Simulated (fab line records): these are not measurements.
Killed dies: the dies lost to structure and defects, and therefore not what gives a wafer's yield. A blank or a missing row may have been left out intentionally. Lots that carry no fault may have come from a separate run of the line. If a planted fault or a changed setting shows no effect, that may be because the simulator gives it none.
fab line records	flow ritCmos
record: lots: 14	wafers: 42	lastDay: 7
route steps=202 shown ACTIVE@1 NLDD@111 SILICIDE@167 CONTACT@168 M1@202
lots that met no fault: taken from a fault-free run of the same line
startH: start of the lot's first displayed wafer, in hours after the record's first day	waitH: hours since the lot's step before	" identical to the entry in the row above	L1.1+2: a row that stands for several wafers	- no value present, or no start provided	* or withheld: withheld	< > ~ a bound
route shown NAME@n: a module of which the file shows steps, and the number in the route of the first	usual: mean/standard deviation taken from wafers without a fault	same: alike in all rows	chamber/n: place in a boat	sites: each site's reading	_std_site: standard deviation across them	_edge_site: outer sites' mean less inner sites'	radiusMm: for every site, how far away it sits from the centre of the wafer	mask NAME#n: copy n	behind: tool/chamber where the wafer was last shaped	hold: the reason the lot was held/the length of the hold in hours/how it ended	device: the transistor (n, p or np) that didn't switch	end of line: tests of these same wafers at the route's end	a step with no rows: only its recipe	killed: the dies lost at the first sort to structure and to defects; this is not the yield of the wafer	map: the dies of a wafer, with x for killed, . for not killed, _ for no die there
set.NAME: the run value of the setting; set.NAME@STEP: its run value at that earlier step	model.NAME: the simulator's own value behind a step, which no gauge read
one table for each step of the route and one row for each wafer, over a sample of lots
services: from which hour (startH, from the record's first day; less than 0 if before it) a tool's chamber was out of use, for how many hours, and why
== steps ==
step: RIT_ACTIVE_BOW_MEAS_00
recipe: mode: bow
usual: INCOMING_BOW: 0/5.7
lot.wafer	tool	chamber	startH	waitH	INCOMING_BOW[um]
L264.1	filmMetro-01	-	10.00	-	9
L264.3	"	-	"	"	0
L264.5	"	-	"	"	-1
L265.1	filmMetro-01	-	15.00	-	-2
L265.2	"	-	"	"	-6
L265.4	"	-	"	"	1
L266.2	filmMetro-02	-	20.02	-	-5
L266.3	"	-	"	"	3
L266.4	"	-	"	"	-8
L267.1	filmMetro-01	-	25.00	-	-8
L267.4	"	-	"	"	-1
L267.6	"	-	"	"	-5
L268.1	filmMetro-01	-	30.00	-	-1
L268.3	"	-	"	"	-12
L268.4	"	-	"	"	0
L271.3	filmMetro-04	-	45.04	-	-2
L271.4	"	-	"	"	-7
L271.5	"	-	"	"	6
L277.2	filmMetro-01	-	75.02	-	4
L277.3	"	-	"	"	5
L277.4	"	-	"	"	-1
L278.1	filmMetro-02	-	80.00	-	6
L278.4	"	-	"	"	5
L278.5	"	-	"	"	1
L279.1	filmMetro-04	-	85.00	-	-1
L279.2	"	-	"	"	0
L279.4	"	-	"	"	-7
L280.1	filmMetro-02	-	90.00	-	-5
L280.3	"	-	"	"	-4
L280.5	"	-	"	"	-13
L281.1	filmMetro-04	-	95.00	-	-5
L281.3	"	-	"	"	-4
L281.5	"	-	"	"	-9
L285.1	filmMetro-02	-	115.00	-	-5
L285.2	"	-	"	"	-8
L285.5	"	-	"	"	-6
L286.1	filmMetro-04	-	120.00	-	6
L286.2	"	-	"	"	5
L286.6	"	-	"	"	-7
L287.2	filmMetro-02	-	125.02	-	4
L287.4	"	-	"	"	-1
L287.5	"	-	"	"	-8
step: RIT_NLDD_IMPLANT_08
recipe: species: P	energyKev: 20	doseCm2: 5e+14	tiltDeg: 7
usual: beamOnS: 10.01/0.19	doseIonsCm2: 4.999e+14/4.8e+11	endStationPressureTorr: 6.3e-06/3.3e-07	faradayCurrentUA: 1571/30
lot.wafer	tool	chamber	startH	waitH	beamOnS	doseIonsCm2	endStationPressureTorr	faradayCurrentUA
L264.1	implanter-02	0	42.90	0.1	9.85	4.996e+14	6.2e-06	1600
L264.3	"	0	"	"	9.90	4.997e+14	6.6e-06	1592
L264.5	"	0	"	"	9.99	4.996e+14	5.9e-06	1568
L265.1	implanter-03	0	48.05	0.1	9.97	5.005e+14	6.4e-06	1571
L265.2	"	0	"	"	10.05	5.015e+14	6.3e-06	1565
L265.4	"	0	"	"	9.76	5.004e+14	5.9e-06	1605
L266.2	implanter-03	0	52.45	0.1	9.87	4.997e+14	6.8e-06	1590
L266.3	"	0	"	"	9.93	4.994e+14	6.6e-06	1583
L266.4	"	0	"	"	10.03	4.998e+14	6e-06	1564
L267.1	implanter-02	0	60.94	0.1	9.95	4.998e+14	6.8e-06	1580
L267.4	"	0	"	"	10.25	5.006e+14	6.3e-06	1533
L267.6	"	0	"	"	9.84	5.006e+14	6.6e-06	1590
L268.1	implanter-02	0	62.70	0.1	10.09	4.997e+14	6.4e-06	1562
L268.3	"	0	"	"	9.69	4.998e+14	6.3e-06	1612
L268.4	"	0	"	"	9.32	5.004e+14	5.9e-06	1689
L271.3	implanter-01	0	76.08	0.1	10.16	4.988e+14	5.9e-06	1549
L271.4	"	0	"	"	10.22	4.997e+14	6.3e-06	1537
L271.5	"	0	"	"	10.16	4.999e+14	5.9e-06	1556
L277.2	implanter-02	0	107.48	0.1	9.71	9.96e+13	5e-06	325
L277.3	"	0	"	"	10.25	9.98e+13	5.3e-06	306
L277.4	"	0	"	"	9.85	9.95e+13	5.3e-06	319
L278.1	implanter-02	0	111.70	0.1	9.68	9.96e+13	5e-06	325
L278.4	"	0	"	"	10.08	9.88e+13	5.1e-06	312
L278.5	"	0	"	"	9.86	1e+14	5.6e-06	318
L279.1	implanter-01	0	116.02	0.1	10.03	4.992e+14	6.6e-06	1566
L279.2	"	0	"	"	10.30	4.997e+14	5.5e-06	1528
L279.4	"	0	"	"	9.87	4.995e+14	5.9e-06	1591
L280.1	implanter-01	0	120.62	0.1	9.93	4.99e+14	6.4e-06	1584
L280.3	"	0	"	"	10.37	4.998e+14	6e-06	1519
L280.5	"	0	"	"	10.07	4.992e+14	6.8e-06	1574
L281.1	implanter-03	0	126.69	0.1	10.08	4.994e+14	6e-06	1560
L281.3	"	0	"	"	10.19	4.99e+14	5.9e-06	1537
L281.5	"	0	"	"	10.09	4.995e+14	5.7e-06	1557
L285.1	implanter-03	0	147.09	0.1	9.85	5e+14	6.7e-06	1595
L285.2	"	0	"	"	9.75	5.003e+14	5.9e-06	1609
L285.5	"	0	"	"	10.40	5.003e+14	5.9e-06	1516
L286.1	implanter-01	0	150.74	0.1	9.98	4.996e+14	5.9e-06	1565
L286.2	"	0	"	"	9.83	5.001e+14	6.4e-06	1596
L286.6	"	0	"	"	10.15	5e+14	6e-06	1551
L287.2	implanter-01	0	158.26	0.1	9.89	5.01e+14	6.2e-06	1588
L287.4	"	0	"	"	9.80	5e+14	6.2e-06	1598
L287.5	"	0	"	"	10.08	5.006e+14	6e-06	1562
step: RIT_NLDD_TW_MEAS_10
usual: NLDD_TW: 2463/41
lot.wafer	tool	chamber	startH	waitH	NLDD_TW
L264.1	filmMetro-01	-	43.23	0.1	2421
L264.3	"	-	"	"	2430
L264.5	"	-	"	"	2425
L265.1	filmMetro-01	-	48.37	0.1	2398
L265.2	"	-	"	"	2426
L265.4	"	-	"	"	2414
L266.2	filmMetro-04	-	52.76	0.1	2500
L266.3	"	-	"	"	2489
L266.4	"	-	"	"	2501
L267.1	filmMetro-02	-	61.26	0.1	2499
L267.4	"	-	"	"	2508
L267.6	"	-	"	"	2496
L268.1	filmMetro-02	-	63.03	0.1	2503
L268.3	"	-	"	"	2492
L268.4	"	-	"	"	2498
L271.3	filmMetro-02	-	76.38	0.1	2498
L271.4	"	-	"	"	2504
L271.5	"	-	"	"	2493
L277.2	filmMetro-04	-	107.79	0.1	1552
L277.3	"	-	"	"	1564
L277.4	"	-	"	"	1568
L278.1	filmMetro-02	-	112.03	0.1	1548
L278.4	"	-	"	"	1558
L278.5	"	-	"	"	1551
L279.1	filmMetro-01	-	116.34	0.1	2413
L279.2	"	-	"	"	2404
L279.4	"	-	"	"	2419
L280.1	filmMetro-01	-	120.95	0.1	2433
L280.3	"	-	"	"	2423
L280.5	"	-	"	"	2434
L281.1	filmMetro-02	-	127.01	0.1	2507
L281.3	"	-	"	"	2506
L281.5	"	-	"	"	2510
L285.1	filmMetro-04	-	147.42	0.1	2501
L285.2	"	-	"	"	2501
L285.5	"	-	"	"	2495
L286.1	filmMetro-02	-	151.06	0.1	2515
L286.2	"	-	"	"	2524
L286.6	"	-	"	"	2516
L287.2	filmMetro-01	-	158.62	0.2	2431
L287.4	"	-	"	"	2429
L287.5	"	-	"	"	2431
step: RIT_SDANNEAL_RS_MEAS_07
recipe: thkMeasGauge: four-point-probe
usual: NLDD_RS: 151.8/0.59
lot.wafer	tool	chamber	startH	waitH	NLDD_RS[ohm/sq]
L264.1	filmMetro-02	-	51.31	0.1	151.4
L264.3	"	-	"	"	151.4
L264.5	"	-	"	"	151.9
L265.1	filmMetro-02	-	56.16	0.1	151.8
L265.2	"	-	"	"	151.3
L265.4	"	-	"	"	152.2
L266.2	filmMetro-01	-	61.08	0.1	151.6
L266.3	"	-	"	"	152.4
L266.4	"	-	"	"	152.5
L267.1	filmMetro-01	-	69.16	0.1	151.9
L267.4	"	-	"	"	151.7
L267.6	"	-	"	"	151.7
L268.1	filmMetro-04	-	71.16	0.1	152.1
L268.3	"	-	"	"	152.8
L268.4	"	-	"	"	152.0
L271.3	filmMetro-04	-	84.32	0.1	152.8
L271.4	"	-	"	"	152.6
L271.5	"	-	"	"	152.6
L277.2	filmMetro-04	-	116.79	0.1	518.8
L277.3	"	-	"	"	515.7
L277.4	"	-	"	"	518.0
L278.1	filmMetro-01	-	120.05	0.1	520.5
L278.4	"	-	"	"	516.4
L278.5	"	-	"	"	519.2
L279.1	filmMetro-02	-	124.38	0.1	150.9
L279.2	"	-	"	"	151.5
L279.4	"	-	"	"	151.3
L280.1	filmMetro-04	-	129.05	0.1	151.7
L280.3	"	-	"	"	152.0
L280.5	"	-	"	"	152.1
L281.1	filmMetro-01	-	134.88	0.1	152.9
L281.3	"	-	"	"	151.8
L281.5	"	-	"	"	152.7
L285.1	filmMetro-04	-	155.26	0.1	151.7
L285.2	"	-	"	"	152.3
L285.5	"	-	"	"	152.2
L286.1	filmMetro-02	-	158.89	0.1	150.6
L286.2	"	-	"	"	150.8
L286.6	"	-	"	"	150.6
L287.2	filmMetro-02	-	166.64	0.1	151.4
L287.4	"	-	"	"	151.6
L287.5	"	-	"	"	151.4
step: RIT_SILICIDE_RTA_06
recipe: tempC: 750	timeS: 10	idleTempC: 25	rampUpS: 5	rampDownS: 10	coolToC: 25	ambient: N2
usual: wafer_temp_C_max: 753.7/0.82
lot.wafer	tool	chamber	startH	waitH	wafer_temp_C_max
L264.1	rtpAnneal-02	0	51.96	0.0	755.0
L264.3	"	0	"	"	753.8
L264.5	"	0	"	"	752.5
L265.1	rtpAnneal-01	0	56.75	0.0	752.7
L265.2	"	0	"	"	753.7
L265.4	"	0	"	"	753.3
L266.2	rtpAnneal-02	0	61.64	0.0	752.8
L266.3	"	0	"	"	753.5
L266.4	"	0	"	"	755.1
L267.1	rtpAnneal-01	0	69.73	0.0	753.1
L267.4	"	0	"	"	754.3
L267.6	"	0	"	"	752.9
L268.1	rtpAnneal-02	0	71.73	0.0	754.2
L268.3	"	0	"	"	753.7
L268.4	"	0	"	"	753.1
L271.3	rtpAnneal-01	0	84.87	0.0	752.8
L271.4	"	0	"	"	752.8
L271.5	"	0	"	"	752.5
L277.2	rtpAnneal-01	0	117.36	0.0	754.0
L277.3	"	0	"	"	754.6
L277.4	"	0	"	"	753.3
L278.1	rtpAnneal-02	0	120.62	0.0	752.9
L278.4	"	0	"	"	753.2
L278.5	"	0	"	"	752.7
L279.1	rtpAnneal-01	0	124.95	0.0	753.9
L279.2	"	0	"	"	753.5
L279.4	"	0	"	"	753.6
L280.1	rtpAnneal-02	0	129.64	0.0	754.5
L280.3	"	0	"	"	754.0
L280.5	"	0	"	"	753.5
L281.1	rtpAnneal-01	0	135.45	0.0	753.8
L281.3	"	0	"	"	755.1
L281.5	"	0	"	"	754.6
L285.1	rtpAnneal-01	0	155.83	0.0	754.7
L285.2	"	0	"	"	755.7
L285.5	"	0	"	"	754.4
L286.1	rtpAnneal-02	0	159.46	0.0	753.2
L286.2	"	0	"	"	753.6
L286.6	"	0	"	"	753.6
L287.2	rtpAnneal-01	0	167.21	0.0	753.8
L287.4	"	0	"	"	752.6
L287.5	"	0	"	"	754.2
step: RIT_CONTACT_CVD_00
recipe: material: SiO2	targetThkNm: 400	precursor: TEOS	tempC: 390	timeS: 61	rfW: 400
usual: heaterPowerW: 311/43
lot.wafer	tool	chamber	startH	waitH	heaterPowerW
L264.1	pecvd-03	0	52.03	0.1	327
L264.3	"	1	"	"	322
L264.5	"	1	"	"	233
L265.1	pecvd-02	1	56.82	0.1	362
L265.2	"	2	"	"	327
L265.4	"	2	"	"	333
L266.2	pecvd-01	1	61.70	0.0	378
L266.3	"	0	"	"	262
L266.4	"	1	"	"	290
L267.1	pecvd-03	1	69.80	0.1	252
L267.4	"	2	"	"	263
L267.6	"	1	"	"	282
L268.1	pecvd-02	1	71.80	0.1	322
L268.3	"	2	"	"	301
L268.4	"	2	"	"	313
L271.3	pecvd-02	0	84.92	0.0	275
L271.4	"	1	"	"	382
L271.5	"	2	"	"	268
L277.2	pecvd-02	2	117.41	0.0	298
L277.3	"	0	"	"	300
L277.4	"	1	"	"	341
L278.1	pecvd-01	2	120.69	0.1	287
L278.4	"	0	"	"	314
L278.5	"	1	"	"	370
L279.1	pecvd-03	2	125.02	0.1	265
L279.2	"	0	"	"	350
L279.4	"	0	"	"	372
L280.1	pecvd-02	2	129.71	0.1	336
L280.3	"	0	"	"	293
L280.5	"	2	"	"	344
L281.1	pecvd-01	1	135.52	0.1	370
L281.3	"	2	"	"	354
L281.5	"	2	"	"	375
L285.1	pecvd-03	0	155.89	0.1	349
L285.2	"	1	"	"	279
L285.5	"	2	"	"	255
L286.1	pecvd-02	0	159.53	0.1	306
L286.2	"	1	"	"	392
L286.6	"	1	"	"	295
L287.2	pecvd-01	2	167.26	0.0	372
L287.4	"	0	"	"	229
L287.5	"	2	"	"	379
step: RIT_M1_PROBE_99
usual: killedAtContacts: 0.1/0.32	killedAtFrontEnd: 7/3	killedDies: 7/3	killedOpen: 3.4/2.2	killedShort: 3.3/1.8
same: grossDies: 264	killed_at_M0_to_M3: 0	killed_at_M4_up: 0	killedAtBackSide: 0	killedAtOther: 0
lot.wafer	tool	chamber	startH	waitH	killedAtContacts	killedAtFrontEnd	killedDies	killedOpen	killedShort
L280.1	prober-01	-	136.07	0.1	0	10	10	7	3
L280.3	prober-01	-	136.17	0.2	0	1	1	1	0
L280.5	prober-01	-	136.27	0.2	0	4	4	3	1
L281.1	prober-02	-	142.08	0.1	1	5	6	4	2
L281.3	prober-02	-	142.18	0.2	0	11	11	6	5
L281.5	prober-02	-	142.28	0.2	0	13	13	10	3
L285.1	prober-02	-	162.15	0.1	0	11	11	6	5
L285.2	prober-02	-	162.20	0.1	0	5	5	2	3
L285.5	prober-02	-	162.35	0.2	0	7	7	5	2
killed by level:class
L280.1 GATE:geometricParticle:open=3 SPACER:geometricParticle:short=2 SILICIDE:geometricParticle:open=2 FOX1:geometricParticle:open=1 GATE:geometricParticle:short=1 SPACER:geometricParticle:open=1
L280.3 GATE:geometricParticle:open=1
L280.5 GATE:geometricParticle:open=2 GATE:geometricParticle:short=1 SPACER:geometricParticle:open=1
L281.1 GATE:geometricParticle:open=2 FOX1:geometricParticle:open=1 GATE:geometricParticle:short=1 REOX:geometricParticle:short=1 CONTACT:geometricParticle:open=1
L281.3 GATE:geometricParticle:open=2 GATE:geometricParticle:short=2 SILICIDE:geometricParticle:open=2 FOX1:geometricParticle:short=1 FOX2:geometricParticle:short=1 REOX:geometricParticle:short=1 REOX:geometricParticle:open=1 SPACER:geometricParticle:open=1
L281.5 GATE:geometricParticle:open=5 GATE:geometricParticle:short=2 SPACER:geometricParticle:open=2 SILICIDE:geometricParticle:open=2 FOX1:geometricParticle:open=1 SILICIDE:geometricParticle:short=1
L285.1 GATE:geometricParticle:short=3 GATE:geometricParticle:open=3 FOX1:geometricParticle:short=2 FOX1:geometricParticle:open=1 FOX2:geometricParticle:open=1 REOX:geometricParticle:open=1
L285.2 SILICIDE:geometricParticle:short=2 FOX2:geometricParticle:short=1 GATE:geometricParticle:open=1 REOX:geometricParticle:open=1
L285.5 FOX1:geometricParticle:open=2 GATE:geometricParticle:short=2 GATE:geometricParticle:open=2 SPACER:geometricParticle:open=1
== services ==
tool	chamber	startH	hours	kind
implanter-02	-	49.23	3.8	pm
pecvd-03	0	60.97	11.9	repair
implanter-02	-	139.93	3.6	repair
== key ==
firstSign: step: RIT_NLDD_IMPLANT_08	reading: doseIonsCm2	direction: down	sigmas: 99+	usual: 4.999e+14	struck: 9.96e+13
effect: step: RIT_NLDD_IMPLANT_08	reading: faradayCurrentUA	direction: down	sigmas: 42	usual: 1571	struck: 318
effect: step: RIT_NLDD_TW_MEAS_10	reading: NLDD_TW	direction: down	sigmas: 22	usual: 2463	struck: 1557
effect: step: RIT_SDANNEAL_RS_MEAS_07	reading: NLDD_RS	direction: up	sigmas: 99+	usual: 151.8	struck: 518.1
metAt RIT_NLDD_IMPLANT_08
struckLots L277,L278
testerLeftOut L277,L278
notActingAt RIT_ACTIVE_BOW_MEAS_00,RIT_SILICIDE_RTA_06,RIT_CONTACT_CVD_00
onsetBetween 62.70 107.48
fault: kind: processParameterDrift	tool: implanter-02	chamber: -	onsetH: 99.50	steps: RIT_NLDD_IMPLANT_08	channel: doseCm2	offset: -4e+14	shape: step	endH: 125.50	actsIn: theseRecipesOnly	stated: 5e+14
testerLeftOut: of these lots the tester's yield and bins aren't shown, on N5 and GAA mostly nor the transistor test; their killed dies are dies lost to structure and defects alone, not to doping, threshold or leakage, so they don't give the yield
